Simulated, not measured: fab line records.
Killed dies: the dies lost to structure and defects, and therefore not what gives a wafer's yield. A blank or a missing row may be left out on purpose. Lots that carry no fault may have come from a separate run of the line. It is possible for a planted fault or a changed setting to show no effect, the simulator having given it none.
The tool behind it: which one?	flow berkeley_cmos170	14 lots, 42 wafers sampled, at 6 steps of a route of 331

## WHAT THE GAUGES SHOWED, per wafer
UCB170_PVT_TW_MEAS_09.
lot	measured	on	PVT_TW
L926	day 5 15:25	film_metro-03	507.6 508.3 511.7
L925	day 5 15:52	film_metro-03	510.7 509.9 509.3
L927	day 6 00:56	film_metro-03	509.2 509.2 510.3
L929	day 6 14:18	film_metro-03	510.5 508.3 510.5
L930	day 7 06:02	film_metro-03	510.1 508.6 509.1
L932	day 7 07:48	film_metro-02	512.2 510.2 513.0
L936	day 7 20:10	film_metro-02	508.6 513.6 510.7
L937	day 8 12:02	film_metro-03	512.7 510.2 510.8
L939	day 8 22:15	film_metro-03	510.5 512.6 511.6
L941	day 8 22:44	film_metro-03	512.9 514.9 513.7
L943	day 9 05:50	film_metro-02	508.7 508.0 510.4
L940	day 9 06:33	film_metro-04	510.0 507.8 510.2
L947	day 9 22:44	film_metro-03	507.7 507.4 507.6
L948	day 10 00:58	film_metro-03	511.0 510.3 510.8

UCB170_GATE_THK_MEAS_02.
lot	measured	on	GATE_OXIDE_THK (nm)
L926	day 5 20:57	film_metro-03	6.61 6.58 6.64
L925	day 5 21:01	film_metro-03	6.88 6.83 6.78
L927	day 6 05:51	film_metro-03	6.71 6.59 6.66
L929	day 6 18:36	film_metro-03	6.69 6.67 6.75
L930	day 7 09:22	film_metro-03	6.35 6.49 6.43
L932	day 7 11:59	film_metro-01	6.71 6.85 6.99
L936	day 7 23:12	film_metro-04	6.78 6.80 6.68
L937	day 8 16:01	film_metro-01	6.42 6.50 6.46
L939	day 9 02:41	film_metro-04	6.57 6.68 6.81
L941	day 9 02:40	film_metro-01	6.60 6.60 6.68
L943	day 9 10:18	film_metro-04	6.50 6.59 6.51
L940	day 9 10:17	film_metro-01	6.59 6.62 6.70
L947	day 10 02:44	film_metro-03	6.78 6.67 6.73
L948	day 10 02:47	film_metro-01	6.66 6.82 6.76

UCB170_PLDD_TW_MEAS_11.
lot	measured	on	PLDD_TW
L926	day 6 06:30	film_metro-01	1008 1007 1004
L925	day 6 07:12	film_metro-02	1025 1020 1024
L927	day 6 17:05	film_metro-02	1017 1025 1026
L929	day 7 05:38	film_metro-01	1011 1009 1013
L930	day 7 20:31	film_metro-04	1008 1011 1008
L932	day 7 22:13	film_metro-02	1017 1019 1019
L936	day 8 10:16	film_metro-01	1010 1015 1008
L937	day 9 01:17	film_metro-02	1016 1018 1021
L939	day 9 14:13	film_metro-04	1107 1110 1107 1108 1108 1115
L941	day 9 13:56	film_metro-01	1008 1013 1010
L943	day 9 19:08	film_metro-01	1012 1007 1008
L940	day 9 19:46	film_metro-02	1117 1111 1115 1110 1114 1109
L947	day 10 13:09	film_metro-04	1001 1002 1005
L948	day 10 13:39	film_metro-04	1014 1004 1004

UCB170_NLDD_TW_MEAS_11.
lot	measured	on	NLDD_TW
L926	day 6 08:17	film_metro-01	2209 2206 2213
L925	day 6 09:08	film_metro-02	2232 2245 2238
L927	day 6 19:07	film_metro-02	2238 2240 2243
L929	day 7 07:40	film_metro-02	2240 2240 2234
L930	day 7 22:34	film_metro-02	2240 2228 2240
L932	day 8 00:11	film_metro-02	2220 2243 2227
L936	day 8 12:34	film_metro-01	2215 2208 2214
L937	day 9 03:56	film_metro-04	2216 2225 2228
L939	day 9 20:14	film_metro-04	2217 2221 2220
L941	day 9 15:47	film_metro-01	2214 2205 2208
L943	day 9 22:24	film_metro-02	2234 2226 2233
L940	day 10 02:40	film_metro-01	2235 2225 2230
L947	day 10 15:14	film_metro-04	2197 2202 2216
L948	day 10 16:01	film_metro-01	2234 2234 2236

UCB170_SDANNEAL_RS_MEAS_04: a four-point-probe measurement.
lot	measured	on	PLDD_RS (ohm/sq)
L926	day 6 19:16	film_metro-01	1030.9 1029.7 1032.1
L925	day 6 19:45	film_metro-01	1032.1 1034.4 1034.8
L927	day 7 07:19	film_metro-04	1031.2 1036.0 1033.8
L929	day 7 20:16	film_metro-04	1028.8 1030.8 1030.9
L930	day 8 06:59	film_metro-02	1031.1 1031.0 1027.5
L932	day 8 07:35	film_metro-04	1034.2 1032.1 1033.5
L936	day 8 22:06	film_metro-01	1032.9 1036.4 1031.6
L937	day 9 14:49	film_metro-04	1025.9 1027.7 1027.9
L939	day 10 03:48	film_metro-01	824.3 823.6 823.4 823.3 823.7 824.4
L941	day 10 02:14	film_metro-01	1025.5 1025.9 1031.5
L943	day 10 09:52	film_metro-01	1032.3 1034.7 1034.1
L940	day 10 11:27	film_metro-01	820.0 821.2 820.8 821.7 821.0 821.0
L947	day 11 03:03	film_metro-01	1033.7 1034.1 1033.0
L948	day 11 03:26	film_metro-04	1033.8 1035.3 1031.5

## TOOL THAT RAN EACH LOT (tool first, then ch and the chambers of the sampled wafers, then the start)
lot	UCB170_PLDD_IMPLANT_08
L926	implanter-02 ch 0, day 6 06:06
L925	implanter-02 ch 0, day 6 06:48
L927	implanter-02 ch 0, day 6 16:41
L929	implanter-03 ch 0, day 7 05:14
L930	implanter-03 ch 0, day 7 20:07
L932	implanter-01 ch 0, day 7 21:50
L936	implanter-03 ch 0, day 8 09:52
L937	implanter-01 ch 0, day 9 00:55
L939	implanter-03 ch 0, day 9 13:51
L941	implanter-02 ch 0, day 9 13:33
L943	implanter-02 ch 0, day 9 18:42
L940	implanter-03 ch 0, day 9 19:22
L947	implanter-01 ch 0, day 10 12:46
L948	implanter-01 ch 0, day 10 13:15
- UCB170_PLDD_IMPLANT_08

## WHAT THE TOOLS THEMSELVES READ (means of the sampled wafers that have a number; where no wafer has one, the mark that the record gives instead)
UCB170_PLDD_IMPLANT_08.
lot	tool	beam_energy_keV	beam_on_s (s)	dose_ions_cm2	faraday_current_uA	rotation_deg (degrees)
L926	implanter-02	9.998	9.96	4.997e+13	160	0.016
L925	implanter-02	9.995	10.14	5.002e+13	156	0.002
L927	implanter-02	9.999	9.91	5.004e+13	160	0.023
L929	implanter-03	10.002	10.15	5.001e+13	156	0.023
L930	implanter-03	10.005	9.91	4.995e+13	160	0.018
L932	implanter-01	10.004	9.91	5.002e+13	160	0.006
L936	implanter-03	10.001	10.09	4.998e+13	157	0.007
L937	implanter-01	10.003	10.20	4.988e+13	155	0.019
L939	implanter-03	9.999	12.28	8.369e+13	216	-0.003
L941	implanter-02	9.999	10.01	5.009e+13	158	0.000
L943	implanter-02	9.998	9.91	4.996e+13	161	0.013
L940	implanter-03	10.004	11.88	8.363e+13	223	-0.017
L947	implanter-01	9.995	10.03	4.998e+13	158	-0.005
L948	implanter-01	9.997	9.99	4.992e+13	159	-0.002

## THE ANSWER, worked out from the rows above alone
Rule: usual is defined by the lots themselves. The widest of any qualifying gaps counts: lots, ordered by their means at a reading, are off when they make up no more than a third of the lots, leave a main group of 4 or more, and stand apart from it by 3 or more times the standard deviation of that group's means. Not used: any main group whose means are identical at the precision the tables above print for the reading. Also off: a lot with no number at a reading for which 4 or more lots have one. The other lots that the step has rows for count as sound. Order of review: gauges by route order, followed by the tools' own readings, for which a lot's mean as printed above is used. The first step at which some lot is off is used, and at that step the reading that is off furthest; a lot without a number counts as furthest.
Off: L939, L940, at UCB170_PLDD_TW_MEAS_11 (PLDD_TW). The main group: mean 1012, standard deviation 6.3.
A tool fits if, at a process step before that reading, it ran every lot that is off, and no sound lot after the first of them. Not tried: the gauges at UCB170_PLDD_TW_MEAS_11; whatever is off there is also off at UCB170_SDANNEAL_RS_MEAS_04, on other tools, and gauge error can't account for it. One fits: implanter-03 at UCB170_PLDD_IMPLANT_08. Its last sound lot is L936 (day 8 09:52), its first lot that is off L939 (day 9 13:51): a fault that began between those two fits.
The tool's own readings at UCB170_PLDD_IMPLANT_08 bear it out: on the lots that are off they differ by more than 5 times the standard deviation of the sound lots' means. beam_on_s reads 12.08 s there against 10.02 s on the sound lots; dose_ions_cm2 reads 8.366e+13 there against 4.998e+13 on the sound lots; faraday_current_uA reads 220 there against 158 on the sound lots.

## WHAT HAD BEEN PUT IN BY THE SIMULATOR
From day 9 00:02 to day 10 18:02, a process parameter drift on implanter-03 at UCB170_PLDD_IMPLANT_08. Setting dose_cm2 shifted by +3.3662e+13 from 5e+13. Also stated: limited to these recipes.
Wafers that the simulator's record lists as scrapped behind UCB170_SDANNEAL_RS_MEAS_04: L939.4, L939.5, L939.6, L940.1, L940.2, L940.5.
Struck lots among those shown: L939, L940. Same finding as the rule above.
